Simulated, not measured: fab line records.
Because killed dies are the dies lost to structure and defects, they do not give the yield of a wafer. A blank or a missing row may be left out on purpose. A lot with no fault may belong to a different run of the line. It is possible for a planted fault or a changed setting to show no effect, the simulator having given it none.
Split-lot experiment ; flow berkeley_cmos170 ; 5 lots, 23 wafers read, on a route of 331 steps

## THE SPLIT ITSELF
At UCB170_WELLDRIVE_OXIDATION_01 (target thk 199 nm, ox time 9000 s), the setting temp_c was moved away from the recipe's 1100 C on 15 of the 23 wafers read, by -1.9% to +1.1%. The other wafers ran this setting at the recipe's value.

Between the split and the reading, the file records no step.

## THE READING
WELLDRIVE_OXIDE_THK (nm), taken at UCB170_WELLDRIVE_THK_MEAS_02. On this fab line, fault-free wafers typically give 199.5 nm with a standard deviation of 2.2 nm.

wafer;tool, chamber at the split;temp_c as run, C;against the recipe;WELLDRIVE_OXIDE_THK, nm;against lot-mates on the recipe
L074.1;-, -;1112;+1.1%;209.4;no lot-mate on the recipe
L074.2;-, -;1112;+1.1%;214.3;no lot-mate on the recipe
L074.3;-, -;1112;+1.1%;214.3;no lot-mate on the recipe
L074.4;-, -;1112;+1.1%;211.2;no lot-mate on the recipe
L074.6;-, -;1112;+1.1%;216.4;no lot-mate on the recipe
L075.1;-, -;1087;-1.2%;181.7;no lot-mate on the recipe
L075.2;-, -;1087;-1.2%;179.6;no lot-mate on the recipe
L075.3;-, -;1087;-1.2%;179.3;no lot-mate on the recipe
L075.4;-, -;1087;-1.2%;181.7;no lot-mate on the recipe
L075.6;-, -;1087;-1.2%;181.8;no lot-mate on the recipe
L077.1;-, -;1079;-1.9%;170.7;no lot-mate on the recipe
L077.2;-, -;1079;-1.9%;175.4;no lot-mate on the recipe
L077.3;-, -;1079;-1.9%;175.9;no lot-mate on the recipe
L077.4;-, -;1079;-1.9%;176.9;no lot-mate on the recipe
L077.6;-, -;1079;-1.9%;178.2;no lot-mate on the recipe
L084.1;-, -;1100;recipe;202.0;-
L084.2;-, -;1100;recipe;203.3;-
L084.3;-, -;1100;recipe;200.9;-
L084.4;-, -;1100;recipe;201.8;-
L084.5;-, -;1100;recipe;202.7;-
L085.4;furnace-04, 0;1100;recipe;201.2;-
L085.5;furnace-04, 0;1100;recipe;199.0;-
L085.6;furnace-04, 0;1100;recipe;197.7;-

THE FIT
A straight line over all 23 wafers: WELLDRIVE_OXIDE_THK changes by +13.3 nm for each +1% of temp_c; r = +0.98; the points scatter about the line by 2.9 nm.
Too few moved wafers with a lot-mate on the recipe to fit a line net of each lot's own level.

## THE WHOLE CHAIN: every reading that the file lists as answering this split, in the file's order
step;what it does;reading;change (the file's fit);r (the file's)
UCB170_WELLDRIVE_OXIDATION_01;target thk 199 nm, ox time 9000 s;SiO2_of_WELLDRIVE_OXIDATION_01.thk_nm (the simulator's own value, which no gauge read);+13.3 nm for each +1% of the setting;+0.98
UCB170_WELLDRIVE_THK_MEAS_02;;WELLDRIVE_OXIDE_THK;+13.3 for each +1% of the setting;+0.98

## THE FILE'S OWN FIT
WELLDRIVE_OXIDE_THK changes by +13.3 nm for each +1% of temp_c, r = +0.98.
